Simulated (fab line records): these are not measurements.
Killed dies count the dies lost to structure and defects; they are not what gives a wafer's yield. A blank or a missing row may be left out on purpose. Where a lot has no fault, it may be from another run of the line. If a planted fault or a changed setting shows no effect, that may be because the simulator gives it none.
The tool behind it: which one? ; flow berkeley cmos170 ; Sampling: 14 lots, 42 wafers, 4 of 331 route steps

## WHAT THE GAUGES READ, wafer by wafer
UCB170_PWELL_TW_MEAS_17.
lot;measured;on;PWELL_TW
L956;day 3 07:39;film metro-02;380 382 378
L957;day 3 09:11;film metro-04;374 372 372
L958;day 3 16:08;film metro-01;380 380 380
L959;day 3 16:07;film metro-02;381 381 382
L960;day 3 16:23;film metro-02;383 380 381
L961;day 4 05:27;film metro-01;382 379 382
L962;day 4 10:02;film metro-01;381 381 382
L963;day 4 14:42;film metro-01;381 380 379
L976;day 7 15:55;film metro-04;377 376 374
L977;day 7 15:59;film metro-01;377 378 381
L978;day 7 21:38;film metro-04;375 377 372
L979;day 7 22:17;film metro-02;387 385 384

UCB170_PVT_TW_MEAS_09.
lot;measured;on;PVT_TW
L956;day 6 02:52;film metro-02;516 513 513
L957;day 6 02:26;film metro-04;497 500 497
L958;day 6 08:35;film metro-02;511 514 513
L959;day 6 09:05;film metro-04;497 496 500
L960;day 6 08:52;film metro-01;504 503 505
L961;day 6 15:35;film metro-04;497 498 498
L962;day 6 15:48;film metro-04;497 497 499
L963;day 7 05:03;film metro-01;509 507 503
L976;day 10 12:01;film metro-02;513 511 512
L977;day 10 12:07;film metro-02;514 513 514
L978;day 10 11:45;film metro-01;504 504 502
L979;day 10 11:43;film metro-04;496 497 498

## WHAT TOOL EACH LOT RAN ON (gives the tool, then ch and the chambers of the sampled wafers, and finally the start)
lot;UCB170_NWELL_ANNEAL_03;UCB170_NWELL_STRIP_15
L956;furnace-02 ch 0, day 2 00:53;plasma asher-01 ch 0,1, day 2 05:35
L957;furnace-01 ch 0, day 2 08:13;plasma asher-04 ch 0,1, day 2 12:35
L958;furnace-01 ch 0, day 2 14:19;plasma asher-02 ch 0,1, day 2 19:42
L959;furnace-02 ch 0, day 2 20:09;plasma asher-02 ch 0,1, day 3 00:49
L960;furnace-02 ch 0, day 2 20:09;plasma asher-01 ch 0,1, day 3 00:34
L961;furnace-02 ch 0, day 3 04:04;plasma asher-02 ch 0,1, day 3 09:00
L962;furnace-04 ch 0, day 3 09:04;plasma asher-02 ch 0,1, day 3 13:34
L963;furnace-02 ch 0, day 3 13:45;plasma asher-02 ch 0, day 3 18:15
L969;furnace-02, day 4 21:21;plasma asher-02 ch 1, day 5 02:25
L970;furnace-02, day 4 21:21;plasma asher-02 ch 0,1, day 5 02:53
L976;furnace-01 ch 0, day 6 14:09;plasma asher-01 ch 0,1, day 6 22:44
L977;furnace-01 ch 0, day 6 14:09;plasma asher-02 ch 0,1, day 6 22:21
L978;furnace-02 ch 0, day 6 19:22;plasma asher-02 ch 0,1, day 7 00:49
L979;furnace-02 ch 0, day 6 19:22;plasma asher-04 ch 0,1, day 7 00:40
- UCB170_NWELL_ANNEAL_03: time 900 s.
- UCB170_NWELL_STRIP_15: strips in O2.

## AS READ BY THE TOOLS THEMSELVES (means over the sampled wafers that have a number; for cases with no such wafer, the mark the record gives instead)
UCB170_NWELL_ANNEAL_03.
lot;tool;spike tc centre C (C);spike tc load C (C);zone power source pct (%)
L956;furnace-02;1003.7;1028.0;30.9
L957;furnace-01;1002.7;1031.8;34.1
L958;furnace-01;1002.2;1031.0;33.9
L959;furnace-02;1005.1;1028.9;31.1
L960;furnace-02;1003.7;1028.8;31.4
L961;furnace-02;1003.0;1028.5;31.3
L962;furnace-04;1002.7;1025.6;38.0
L963;furnace-02;1004.7;1028.6;31.2
L969;furnace-02;-;-;-
L970;furnace-02;-;-;-
L976;furnace-01;1002.7;1031.6;34.0
L977;furnace-01;1003.3;1031.5;33.9
L978;furnace-02;1003.5;1028.0;30.9
L979;furnace-02;1002.9;1027.7;31.3

UCB170_NWELL_STRIP_15.
lot;tool;drypump motor current A (A);o2 flow sccm (sccm);oes product au (a.u.);strip time to endpoint s (s)
L956;plasma asher-01;5.92;399.0;0.718;17.98
L957;plasma asher-04;5.73;400.1;0.721;18.02
L958;plasma asher-02;5.76;400.1;0.718;17.98
L959;plasma asher-02;5.90;401.1;0.721;18.05
L960;plasma asher-01;5.92;398.8;0.722;18.04
L961;plasma asher-02;5.81;400.7;0.719;17.99
L962;plasma asher-02;5.90;399.0;0.720;17.92
L963;plasma asher-02;5.72;401.1;0.721;18.06
L969;plasma asher-02;6.00;398.8;0.723;18.05
L970;plasma asher-02;5.91;399.7;0.722;17.96
L976;plasma asher-01;5.94;399.5;0.720;17.99
L977;plasma asher-02;5.90;399.3;0.723;18.10
L978;plasma asher-02;5.88;398.8;0.718;18.07
L979;plasma asher-04;5.74;401.5;0.722;18.02

## THE ANSWER, worked out from the rows above alone
Rule: usual is defined by the lots themselves. The widest of any qualifying gaps counts: lots, ordered by their means at a reading, are off when they make up no more than a third of the lots, leave a main group of 4 or more, and stand apart from it by 3 or more times the standard deviation of that group's means. Not used: any main group whose means are identical at the precision the tables above print for the reading. A lot without any number at a reading at which 4 lots or more have one is off too. Any other lot the step has rows for is counted as sound. After the gauges, taken in route order, come the tools' own readings; for these a lot's mean is taken, as printed above. The first step at which some lot is off is used, and at that step the reading that is off furthest; a lot without a number counts as furthest.
Off: L969, L970 (UCB170_NWELL_ANNEAL_03, spike tc centre C). Without a number there: L969, L970. Mean 1003.4 C and standard deviation 0.82 in the main group.
If a tool, at that step or one of the process steps before it, ran each lot that is off and ran no sound lot following the first of them, it fits. None of those tried fits.

## WHAT WAS PUT IN BY THE SIMULATOR
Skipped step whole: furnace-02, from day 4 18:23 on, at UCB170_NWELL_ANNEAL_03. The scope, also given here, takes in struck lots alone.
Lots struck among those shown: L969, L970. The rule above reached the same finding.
